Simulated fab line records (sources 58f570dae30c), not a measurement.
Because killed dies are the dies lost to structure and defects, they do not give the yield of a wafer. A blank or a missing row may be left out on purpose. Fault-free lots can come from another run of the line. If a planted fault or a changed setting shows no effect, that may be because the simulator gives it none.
Which tool was responsible?    flow berkeley-cmos170    14 lots, 42 wafers sampled, at 2 steps of a route of 331

== WHAT EACH GAUGE READ, for each wafer ==
UCB170_PWELL_THK_MEAS_06.
lot   measured     on             PWELL_NITRIDE_THK (nm)
L341  day 3 01:01  film-metro-01  221.1 220.8 219.9
L345  day 3 13:05  film-metro-01  221.3 221.6 220.4
L347  day 4 05:48  film-metro-03  220.1 220.0 218.0
L349  day 4 14:05  film-metro-01  217.3 218.2 216.6
L351  day 4 22:34  film-metro-01  220.3 219.1 221.4
L353  day 5 20:00  film-metro-02  223.1 221.7 222.6
L355  day 5 20:05  film-metro-01  220.7 221.0 220.4
L356  day 6 03:37  film-metro-02  219.4 219.0 219.2
L357  day 6 13:09  film-metro-03  218.1 219.8 219.1
L358  day 6 18:34  film-metro-02  220.4 220.4 219.3
L359  day 6 18:34  film-metro-03  220.8 220.8 220.8
L360  day 6 23:31  film-metro-02  215.6 216.9 215.7
L361  day 6 23:31  film-metro-03  221.0 221.6 222.8
L364  day 7 19:50  film-metro-03  219.5 219.4 217.3

UCB170_PWELL_OVL_MEAS_13.
lot   measured     on          PWELL_OVL (nm)
L341  day 3 02:14  overlay-02  2 -9 -1
L345  day 3 13:59  overlay-01  7 1 5
L347  day 4 07:14  overlay-02  -4 -1 1
L349  day 4 16:14  overlay-02  7 6 3
L351  day 4 23:45  overlay-01  -5 -3 -6
L353  day 5 21:18  overlay-02  -2 2 3
L355  day 5 21:43  overlay-01  5 -7 -4
L356  day 6 05:40  overlay-02  -2 -6 -5
L357  day 6 14:10  overlay-02  -4 0 2
L358  day 6 19:56  overlay-01  -5 10 3
L359  day 6 20:01  overlay-02  -2 -4 -1
L360  day 7 01:42  overlay-02  -3 1 0
L361  day 7 01:35  overlay-01  0 3 0
L364  day 7 21:41  overlay-02  -6 -9 -5

== WHICH TOOL RAN EACH LOT (tool, then ch and the chambers of the sampled wafers, then the start) ==
The record holds no process step before these readings.

== AS READ BY THE TOOLS THEMSELVES (means over the sampled wafers that have a number; for cases with no such wafer, the mark the record gives instead) ==
The record holds no such reading with a usual standard deviation.

== THE ANSWER, worked out from the rows above alone ==
Rule: the lots themselves supply what counts as usual. The widest of any qualifying gaps counts: lots, ordered by their means at a reading, are off when they make up no more than a third of the lots, leave a main group of 4 or more, and stand apart from it by 3 or more times the standard deviation of that group's means. A main group is skipped when, at the precision printed for the reading in the tables above, its means are all equal. A lot without any number at a reading at which 4 lots or more have one is off too. Where the step has rows for the other lots, those lots are counted as sound. The gauges are gone through in route order, then the tools' own readings, and for those a lot's mean is taken as printed above. The first step at which some lot is off is used, and at that step the reading that is off furthest; a lot without a number counts as furthest.
Nothing can be told from this: no lot is off at any reading shown.

== WHAT THE SIMULATOR HAD INSERTED ==
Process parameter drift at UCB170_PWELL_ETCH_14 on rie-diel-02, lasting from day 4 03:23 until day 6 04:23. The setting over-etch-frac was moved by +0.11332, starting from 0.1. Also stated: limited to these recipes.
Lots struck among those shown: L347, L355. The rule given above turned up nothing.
